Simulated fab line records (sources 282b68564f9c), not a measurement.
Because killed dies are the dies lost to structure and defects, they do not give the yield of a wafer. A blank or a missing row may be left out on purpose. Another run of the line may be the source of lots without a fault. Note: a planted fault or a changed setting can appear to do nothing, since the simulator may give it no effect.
Problem report in the 8D (eight disciplines) form, filled by code ; flow rit cmos ; the parts of the form that need people (team, actions taken, sign-off) are left out

== 1. WHAT WENT WRONG ==
Across 6 wafers from 2 lots, GATE_OVL at RIT_GATE_OVL_MEAS_17 averages 239.3 nm, while fault-free wafers read -0.7 nm with a standard deviation of 1.4. So: +99 or more standard deviations from the usual mean.
First seen on wafer L681.1, day 5 22:07, on overlay-02. Wafers with a number at this step in the record: 42, from 14 lots. The rule behind "out" and "out of limits": a value lying over 4 standard deviations away from the usual mean. The rest of the wafers with a number are treated as sound.

== 2. WHAT IT IS, WHAT IT ISN'T ==
question;is;is not
which readings at this step;GATE_OVL;-
which lots;L681, L682;L666, L667, L668, L669, L671, L673, L674, L680, L684, L685, L686, L687
which wafers of those lots;all that have a number;-
read on which gauges;overlay-01, overlay-02;-
when;from day 5 22:07;"up to then (24 sound wafers); but 12 sound wafers of L684, L685, L686, L687 came after"

== 3. WHAT RULES OUT EACH SUSPECT ==
Counting: a tool stays on the suspect list if, at a process step up to the reading, it processed all lots that are out and no sound lot following the first of them.
- ruled out: the gauge at RIT_GATE_OVL_MEAS_17. Those wafers that are out were read across 2 gauges (overlay-01, overlay-02).
- iline stepper-02 at RIT_GATE_EXPOSE_13 (exposes mask M6, target cd 150 nm): kept. All lots that are out passed through it, beginning with L681 at day 5 21:31, and no sound lot followed; its final sound lot before that point was L669 at day 3 11:56.
The count leaves iline stepper-02 at RIT_GATE_EXPOSE_13.

== 4. THE CAUSE (what the simulator had put in) ==
Scanner matching overlay: iline stepper-02, from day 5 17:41 on, at RIT_GATE_EXPOSE_13. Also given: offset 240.
Only this tool survived the counting.

== 5. THE EFFECT CHAIN, in route order ==
Each row: a reading where the mean over the struck wafers with a number is more than 3 standard deviations away from the usual. Only readings whose record carries a usual standard deviation are examined. hours: median over the lots of the time between each lot's start at the first step of this table that gives one and its start at this step. sigmas: the change, counted in usual standard deviations.
hours;step;reading;usual;on struck wafers;change;sigmas
0;RIT_GATE_OVL_MEAS_17;GATE_OVL;-0.7 nm;239.3;+240.0;+99 or more

== 6. HOW IT WOULD HAVE BEEN CAUGHT EARLIER ==
4 hours passed between the start of the fault at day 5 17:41 and the first reading out of limits at a measuring or inspecting step in this record, taken at day 5 22:07.
Tool readings at RIT_GATE_EXPOSE_13 with a usual standard deviation given in the record: none out on any struck wafer, hence no alarm at a limit of 4 standard deviations on them.
L682, from the lots that are out (2), started RIT_GATE_EXPOSE_13 on iline stepper-02 later than day 5 22:07. A hold on the tool at that time would have spared it.
